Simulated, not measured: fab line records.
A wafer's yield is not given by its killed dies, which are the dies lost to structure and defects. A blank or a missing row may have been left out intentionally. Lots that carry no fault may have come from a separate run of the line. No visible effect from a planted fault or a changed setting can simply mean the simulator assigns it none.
Matching of chambers | flow berkeleyCmos170 | UCB170_V1_CMP_02 on cmp-01: 4 sister chambers
The step polishes SiO2. 16 wafers are shown with their chamber, then 8 later ones without.

== WAFERS PAIRED WITH THEIR CHAMBERS ==
wafer  | chamber | motorCurrentA (A) | edgeZonePressureFrac | headPressurePsi (psi)
L560.1 | 0       | 14.1              | 1.002                | 6.001
L560.3 | 3       | 16.1              | 0.992                | 5.994
L560.5 | 1       | 16.2              | 1.009                | 6.008
L561.2 | 1       | 16.2              | 1.002                | 6.005
L561.3 | 0       | 14.4              | 1.001                | 6.002
L561.5 | 2       | 14.2              | 1.001                | 5.996
L563.1 | 3       | 15.6              | 1.000                | 6.025
L563.2 | 0       | 15.7              | 1.002                | 5.996
L563.4 | 1       | 15.6              | 1.000                | 6.010
L564.1 | 0       | 15.2              | 1.008                | 6.023
L564.2 | 1       | 16.8              | 1.001                | 5.999
L564.5 | 0       | 14.5              | 1.003                | 5.990
L567.2 | 2       | 14.2              | 0.998                | 6.021
L567.3 | 0       | 14.3              | 0.994                | 6.012
L567.6 | 0       | 15.1              | 1.003                | 6.016
L569.2 | 2       | 14.3              | 0.999                | 6.001

SIGNATURES (averages over the wafers above)
reading              | chamber 0 | chamber 1 | chamber 2 | chamber 3 | scatter within a chamber
motorCurrentA        | 14.757    | 16.200    | 14.233    | 15.850    | 0.491
edgeZonePressureFrac | 1.00186   | 1.00300   | 0.99933   | 0.99600   | 0.00397
headPressurePsi      | 6.00571   | 6.00550   | 6.00600   | 6.00950   | 0.012
Rule: distance of a wafer from a chamber = root of the sum over the readings of ((wafer's reading minus chamber's mean) / reading's scatter) squared. If the next closest chamber is less than 2 further off than the closest, the wafer can't be placed; otherwise it belongs to the closest. The scatter: take each reading less its chamber's mean, square it, sum over the shown wafers, divide by the number of wafers less the number of chambers, and take the root.

== WAFERS MISSING THEIR CHAMBER ==
wafer  | motorCurrentA (A) | edgeZonePressureFrac | headPressurePsi (psi)
L569.4 | 15.2              | 1.003                | 5.987
L569.5 | 15.6              | 1.010                | 6.015
L570.1 | 16.3              | 0.991                | 6.027
L570.4 | 14.1              | 1.005                | 6.019
L570.5 | 15.1              | 1.001                | 5.995
L583.2 | 15.7              | 0.987                | 5.978
L583.4 | 14.7              | 1.003                | 6.020
L583.6 | 16.4              | 0.999                | 5.988

== WHICH CHAMBER EACH ONE RAN IN ==
wafer  | from the rows above               | in truth
L569.4 | can't be placed: 0 or 1 or 2 or 3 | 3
L569.5 | can't be placed: 1 or 0 or 3 or 2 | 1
L570.1 | can't be placed: 3 or 1           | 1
L570.4 | can't be placed: 2 or 0           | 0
L570.5 | can't be placed: 0 or 2 or 3 or 1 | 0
L583.2 | can't be placed: 3 or 1 or 0 or 2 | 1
L583.4 | can't be placed: 0 or 2 or 3      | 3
L583.6 | can't be placed: 1 or 3 or 0      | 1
Correct placement for 0 of the 8. These rows do not allow placing 8 (true chamber among the candidates in 8). Placed wrongly: 0.
